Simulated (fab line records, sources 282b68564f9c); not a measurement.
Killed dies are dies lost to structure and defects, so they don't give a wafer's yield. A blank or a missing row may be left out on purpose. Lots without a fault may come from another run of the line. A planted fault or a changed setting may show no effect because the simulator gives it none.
A struck lot beside a sound one | flow rit_cmos | 15 steps out of a route of 202
Sound: wafers L218.2, L218.5, L218.6. Struck: wafers L224.3, L224.4, L224.6. The cause comes at the end.
At each step with rows: each side's tool, then ch and its chambers, then its first start. Under that, the readings that differ: sound wafers | struck wafers | difference of the means | sigmas: that difference in standard deviations of wafers without a fault.
alike: readings whose means differ by less than 2 such deviations, and words and numbers that are the same on both sides. not compared: withheld readings, readings that some wafer has no value for, bounds like >300 that may hide the same value, and numbers for which the record gives no deviation and whose values overlap.
The two part at a step that has a row with sigmas, a row that says differs or no value, or rows on one side only. Numbers that don't overlap but have no deviation are shown without sigmas and don't part them. A reading that every wafer of one side lacks parts them only if that side has two wafers or more.

first, 6 steps without rows for these wafers: RIT_PRETRO_HMDS_00 (prime time 60 s); RIT_PRETRO_COAT_01 (resist thk 1300 nm); RIT_PRETRO_SOFTBAKE_02 (time 60 s); RIT_PRETRO_EXPOSE_03 (exposes mask M5, target cd 43700 nm); RIT_PRETRO_PEB_04; RIT_PRETRO_DEVELOP_05 (develop time 68 s).
RIT_PRETRO_OVL_MEAS_06:
  sound on overlay-02, day 4 13:32; struck on overlay-02, day 5 20:24
  alike: PRETRO_OVL
then, 2 steps without rows for these wafers: RIT_PRETRO_HARDBAKE_07 (time 120 s); RIT_PRETRO_IMPLANT_08.
RIT_PRETRO_STRIP_09: strips in O2, time 180 s.
  sound on plasma_asher-01 ch 0,1, day 4 13:58; struck on plasma_asher-03 ch 0,1, day 5 20:53
  alike: drypump_motor_current_A, rf_refl_power_W
  not compared: rf_hours_counter_h
RIT_PRETRO_TW_MEAS_10:
  sound on film_metro-01, day 4 14:10; struck on film_metro-04, day 5 21:01
  alike: PRETRO_TW
then, 1 step without rows for these wafers: RIT_GATE_WET_ETCH_00 (etches SiO2 in BOE, target depth 56 nm, time 60 s).
RIT_GATE_CLEAN_01: cleans in SC1, time 600 s.
  sound on wet_bench-04 ch 3, day 4 14:14; struck on wet_bench-03 ch 2, day 5 21:05
  no value came back on the struck wafers for bath_guard_temp_C (C), bath_heat_duty_pct (%); on the sound wafers bath_guard_temp_C (C) reads 75.4 74.7 75.2
then, 1 step without rows for these wafers: RIT_GATE_CLEAN_02 (cleans in dHF, time 30 s).
RIT_M1_PROBE_99:
  sound on prober-02, day 5 17:48; struck on prober-02, day 6 21:50
  alike: killed_at_front_end, killed_dies, killed_on_rim, killed_open, killed_short

WHERE THEY PART
Only at RIT_GATE_CLEAN_01, within this record. Later steps at which nothing parts them and some readings are alike: RIT_M1_PROBE_99.

WHY: what the simulator had put in
Skipped step whole: wet_bench-03, from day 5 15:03 on, at RIT_GATE_CLEAN_01. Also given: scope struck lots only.
